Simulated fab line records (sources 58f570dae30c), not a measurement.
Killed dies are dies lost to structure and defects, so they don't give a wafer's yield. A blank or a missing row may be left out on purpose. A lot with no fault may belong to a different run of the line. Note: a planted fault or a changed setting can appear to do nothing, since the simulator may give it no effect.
2 desks, one fault	flow berkeley cmos170	only its own numbers are on each desk; what lay behind them is given at the end

== THE TOOL OWNER'S DESK: krf scanner-02 ==
The tool's own readings at UCB170_ACTIVE_EXPOSE_10 (exposes mask ACTIVE, target cd 1200 nm): means of the sampled wafers that have a number, for each lot that ran on this tool. A lot is out of limits, marked OUT, if its mean lies more than 4 standard deviations from the usual mean; the brackets give that distance.
Columns: A = exposure dose mJ cm2 at UCB170_ACTIVE_EXPOSE_10, usual 19.997
lot	first seen here	A
L176	day 5 06:14	20.012
L188	day 7 18:42	15.424 (-99 or more) OUT
L190	day 8 10:50	16.308 (-99 or more) OUT
This desk's verdict: out of limits on L188, L190, starting with L188 at day 7 18:42 (exposure dose mJ cm2 at UCB170_ACTIVE_EXPOSE_10). In limits: L176.

== AT THE METROLOGY DESK ==
What the gauges read for every lot (on any tool): the sampled wafers with a number, averaged. A lot is out of limits, marked OUT, if its mean lies more than 4 standard deviations from the usual mean; the brackets give that distance.
Columns: A = cd nm at UCB170_ACTIVE_CD_MEAS_13, usual 1199.8 nm; B = V2_OVL at UCB170_V2_OVL_MEAS_13, usual -1 nm
lot	first seen here	A	B
L175	day 5 01:53	1200.3	-1
L177	day 5 06:32	1199.4	-1
L176	day 5 06:46	1198.2	4
L179	day 5 18:38	1201.3	-10
L178	day 5 18:45	1200.3	-1
L180	day 6 03:31	1199.4	4
L181	day 6 04:07	1200.4	5
L186	day 7 13:10	1197.0	-2
L188	day 7 19:08	1245.7 (+35) OUT	0
L190	day 8 11:14	1237.7 (+29) OUT	-0
L191	day 8 18:41	1199.1	-3
L194	day 8 23:05	1200.0	-4
L193	day 8 23:22	1200.7	-0
L197	day 9 18:39	1200.6	-13
This desk's verdict: out of limits on L188, L190, starting with L188 at day 7 19:08 (cd nm at UCB170_ACTIVE_CD_MEAS_13). In limits: L175, L177, L176, L179, L178, L180, L181, L186, L191, L194, L193, L197.

== PUT TOGETHER ==
The tool owner's desk could have raised an alarm at day 7 18:42, on L188, L190.
At day 7 19:08 the metrology desk could have sounded an alarm, on L188, L190.
All the named lots went through UCB170_ACTIVE_EXPOSE_10 on krf scanner-02.

== WHAT THE SIMULATOR PUT IN ==
Drift in process parameters on krf scanner-02 at UCB170_ACTIVE_EXPOSE_10, starting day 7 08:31. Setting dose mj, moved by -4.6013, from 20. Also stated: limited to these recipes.
Shown lots that were struck: L188, L190.
Counting hours from when the fault started, the first reading out of limits came at 10 for the tool owner's desk and at 11 for the metrology desk.
